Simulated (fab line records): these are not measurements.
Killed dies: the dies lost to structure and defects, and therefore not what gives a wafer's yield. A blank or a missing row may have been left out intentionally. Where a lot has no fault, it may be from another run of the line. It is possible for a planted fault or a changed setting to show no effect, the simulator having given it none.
Tool commonality check | flow rit cmos | Lots sampled 14, wafers sampled 42

WHY IT WAS OPENED
At RIT_GATE_THK_MEAS_09 the reading GATE_POLY_THK is flagged on 2 of 14 lots. Wafers without a fault read 249.0 nm, standard deviation 2.3.
Rule: a lot gets a flag if all its wafers with a number sit over 4 standard deviations from that mean, or if no wafer of it has a number. The other lots count as sound.

lot  | measured    | on            | GATE_POLY_THK (nm), wafer by wafer | flag
L727 | day 2 17:16 | film metro-04 | 247.8 248.4 249.4                  |
L728 | day 2 21:23 | film metro-02 | 247.9 247.8 249.2                  |
L729 | day 3 02:43 | film metro-03 | 249.9 247.8 247.6                  |
L730 | day 3 10:32 | film metro-03 | 158.8 156.2 157.9                  | FLAGGED
L731 | day 3 13:53 | film metro-04 | 159.2 157.9 156.8                  | FLAGGED
L738 | day 5 01:35 | film metro-04 | 246.6 245.7 248.6                  |
L740 | day 5 10:49 | film metro-02 | 248.8 249.9 252.7                  |
L742 | day 5 20:23 | film metro-04 | 250.0 247.6 246.9                  |
L744 | day 6 07:18 | film metro-03 | 245.7 245.9 245.2                  |
L745 | day 6 11:55 | film metro-04 | 248.5 247.4 247.3                  |
L746 | day 6 15:09 | film metro-03 | 248.9 251.3 249.3                  |
L747 | day 6 20:40 | film metro-04 | 250.2 247.2 249.7                  |
L748 | day 7 02:37 | film metro-02 | 250.5 250.8 252.1                  |
L749 | day 7 06:52 | film metro-02 | 253.8 252.6 254.8                  |
On average the flagged lots' numbers are 157.8 nm, which is -91.2 nm against the usual, or -40 standard deviations.

WHICH TOOL EACH LOT WENT THROUGH
The record holds 1 process step before the reading, out of a route of 202 steps. Each cell gives the tool, then ch followed by the chambers the sampled wafers passed through, then the start.
lot  | flag    | RIT_GATE_CVD_08
L727 |         | lpcvd-02 ch 1, day 2 15:38
L728 |         | lpcvd-01 ch 0, day 2 19:45
L729 |         | lpcvd-02 ch 1, day 3 01:05
L730 | FLAGGED | lpcvd-02 ch 1, day 3 08:55
L731 | FLAGGED | lpcvd-02 ch 0, day 3 12:16
L738 |         | lpcvd-01 ch 1, day 4 23:09
L740 |         | lpcvd-01 ch 1, day 5 09:11
L742 |         | lpcvd-01 ch 1, day 5 18:46
L744 |         | lpcvd-01 ch 1, day 6 04:53
L745 |         | lpcvd-02 ch 0, day 6 10:18
L746 |         | lpcvd-02 ch 0, day 6 13:32
L747 |         | lpcvd-01 ch 0, day 6 19:03
L748 |         | lpcvd-01 ch 0, day 7 00:59
L749 |         | lpcvd-02 ch 0, day 7 05:14
What these steps do:
- RIT_GATE_CVD_08: deposits poly-Si from SiH4, target thk 250 nm, time 2220 s.
- RIT_GATE_THK_MEAS_09

FLAGGED OVER TOTAL, TOOL BY TOOL (the gauges that took the reading come last)
step                 | tool          | lots run | flagged | share of the flagged lots | sound lots run after its first flagged lot
RIT_GATE_CVD_08      | lpcvd-01      | 7        | 0       | none                      | -
RIT_GATE_CVD_08      | lpcvd-02      | 7        | 2       | all                       | 3 (L745,L746,L749)
RIT_GATE_THK_MEAS_09 | film metro-02 | 4        | 0       | none                      | -
RIT_GATE_THK_MEAS_09 | film metro-03 | 4        | 1       | some                      | 2 (L744,L746)
RIT_GATE_THK_MEAS_09 | film metro-04 | 6        | 1       | some                      | 4 (L738,L742,L745,L747)

WHAT IS ALLOWED BY THE TABLE
Rows of the table that ran each flagged lot: 1, that is lpcvd-02 at RIT_GATE_CVD_08.
- lpcvd-02 at RIT_GATE_CVD_08 ran 7 lots, 2 of them flagged. Sound lots ran on it after the first flagged one (L745, L746, L749), which a lasting fault on the whole tool wouldn't allow.
Every row of the table either missed a flagged lot or ran a sound lot after the first.

WHAT THE SIMULATOR PUT IN
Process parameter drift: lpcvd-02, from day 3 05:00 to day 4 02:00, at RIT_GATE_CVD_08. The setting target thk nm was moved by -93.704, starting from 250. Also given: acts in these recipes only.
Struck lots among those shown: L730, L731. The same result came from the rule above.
